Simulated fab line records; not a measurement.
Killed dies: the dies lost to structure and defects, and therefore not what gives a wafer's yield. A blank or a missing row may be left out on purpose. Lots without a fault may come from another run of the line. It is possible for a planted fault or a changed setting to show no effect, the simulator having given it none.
Which tool was responsible? | flow rit_cmos | 14 lots with 42 wafers sampled at 2 steps, on a route of 202 steps

## WHAT THE GAUGES READ, wafer by wafer
RIT_PLDD_TW_MEAS_10. Usual: PLDD_TW gives 2342 (standard deviation 14).
lot  | measured    | on            | PLDD_TW        | flag
L297 | day 2 23:55 | film_metro-02 | 2330 2316 2326 |
L299 | day 3 07:07 | film_metro-04 | 2368 2360 2369 |
L300 | day 3 10:57 | film_metro-03 | 2355 2349 2339 |
L301 | day 3 16:26 | film_metro-02 | 2315 2344 2343 |
L302 | day 3 22:28 | film_metro-04 | 2368 2364 2360 |
L309 | day 5 11:33 | film_metro-02 | 30 30 30       | OFF
L310 | day 5 19:17 | film_metro-03 | 30 30 30       | OFF
L311 | day 6 00:38 | film_metro-03 | 2333 2349 2335 |
L312 | day 6 00:52 | film_metro-04 | 2340 2348 2356 |
L314 | day 6 15:55 | film_metro-02 | 2331 2341 2340 |
L316 | day 6 21:10 | film_metro-04 | 2349 2344 2348 |
L317 | day 7 04:46 | film_metro-04 | 2360 2349 2364 |
L318 | day 7 16:29 | film_metro-02 | 2321 2318 2323 |
L319 | day 7 19:17 | film_metro-04 | 2371 2360 2354 |

## WHICH TOOL RAN EACH LOT (tool, then ch and the chambers of the sampled wafers, then the start)
lot  | RIT_PLDD_DEVELOP_05
L297 | litho_track-04 ch 0, day 2 23:00
L299 | litho_track-01 ch 0, day 3 06:00
L300 | litho_track-04 ch 0, day 3 10:00
L301 | litho_track-02 ch 0, day 3 15:00
L302 | litho_track-01 ch 0, day 3 21:00
L309 | litho_track-01 ch 0, day 5 10:00
L310 | litho_track-01 ch 0, day 5 18:00
L311 | litho_track-02 ch 0, day 6 00:00
L312 | litho_track-04 ch 0, day 6 00:00
L314 | litho_track-04 ch 0, day 6 15:00
L316 | litho_track-04 ch 0, day 6 20:00
L317 | litho_track-02 ch 0, day 7 04:00
L318 | litho_track-02 ch 0, day 7 15:00
L319 | litho_track-04 ch 0, day 7 18:00
- RIT_PLDD_DEVELOP_05: develop time 50 s.

## AS READ BY THE TOOLS THEMSELVES (means over the sampled wafers that have a number; for cases with no such wafer, the mark the record gives instead)
The record holds no such reading with a usual standard deviation.

## THE ANSWER, worked out from the rows above alone
Rule: take the mean of a lot's wafers that have a number; if it is more than 3 standard deviations from the usual mean, the lot is off. Also off: a lot with no number at a reading for which 4 or more lots have one. Any other lot the step has rows for is counted as sound. After the gauges, taken in route order, come the tools' own readings; for these a lot's mean is taken, as printed above. The first step at which some lot is off is used, and at that step the reading that is off furthest; a lot without a number counts as furthest.
Off: at RIT_PLDD_TW_MEAS_10 (PLDD_TW), L309, L310.
A tool fits if, at a process step before that reading, it ran every lot that is off, and no sound lot after the first of them. The gauges at RIT_PLDD_TW_MEAS_10 are tried like those tools. One fits: RIT_PLDD_DEVELOP_05 on litho_track-01. Its last sound lot is L302 (day 3 21:00), its first lot that is off L309 (day 5 10:00): a fault that began between those two fits.

## WHAT THE SIMULATOR PUT IN
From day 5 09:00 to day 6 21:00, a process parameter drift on litho_track-01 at RIT_PLDD_DEVELOP_05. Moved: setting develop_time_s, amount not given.
Lots struck among those shown: L309, L310. Same finding as the rule above.
